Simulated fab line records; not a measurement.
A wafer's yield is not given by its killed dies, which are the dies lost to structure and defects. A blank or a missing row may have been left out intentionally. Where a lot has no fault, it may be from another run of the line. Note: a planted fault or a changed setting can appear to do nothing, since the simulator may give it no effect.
Struck lot and sound lot, side by side -- flow berkeley cmos170 -- 5 out of 331 route steps
Sound: these wafers, L265.1, L265.4, L265.5. Struck: wafers L262.1, L262.2, L262.5. At the end, the cause is stated.
Per side, at each step with rows, come the tool, then ch with its chambers, and then its first start. Under that, the readings that differ: sound wafers -- struck wafers -- difference of the means -- sigmas: that difference in standard deviations of wafers without a fault.
alike: a reading whose means differ by less than 2 such deviations, as well as words and numbers matching on both sides. not compared: withheld readings; readings where some wafer has no value; bounds like >300 that might hide an equal value; numbers whose values overlap and for which the record gives no deviation.
A row with sigmas, a row that says differs or no value, or rows on one side alone: a step with any of these is where the two part. Numbers that don't overlap but have no deviation are shown without sigmas and don't part them. A reading that every wafer of one side lacks parts them only if that side has two wafers or more.

UCB170_START_BOW_MEAS_00:
  sound on film metro-01, day 4 03:00; struck on film metro-03, day 3 12:00
  alike: INCOMING_BOW
then, 2 steps without rows for these wafers: UCB170_START_CLEAN_01 (cleans in dHF, time 60 s); UCB170_START_OXIDATION_02 (target thk 20 nm, ox time 1800 s).
UCB170_START_THK_MEAS_03:
  sound on film metro-03, day 4 10:19; struck on film metro-03, day 3 14:23
  alike: START_OXIDE_THK
UCB170_START_ANNEAL_04: time 1200 s.
  struck on furnace-02, day 3 19:10; sound on furnace-01 ch 0, day 4 13:41
  no value came back on the struck wafers for any of 5 readings (spike tc centre C (C), spike tc load C (C) and others); on the sound wafers spike tc centre C (C) reads 952.2 954.0 953.4

== WHERE THEY PART ==
Only at UCB170_START_ANNEAL_04, within this record.

WHY: the cause the simulator had injected
At UCB170_START_ANNEAL_04, the step was skipped entirely on furnace-02 from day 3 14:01 on. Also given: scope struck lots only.
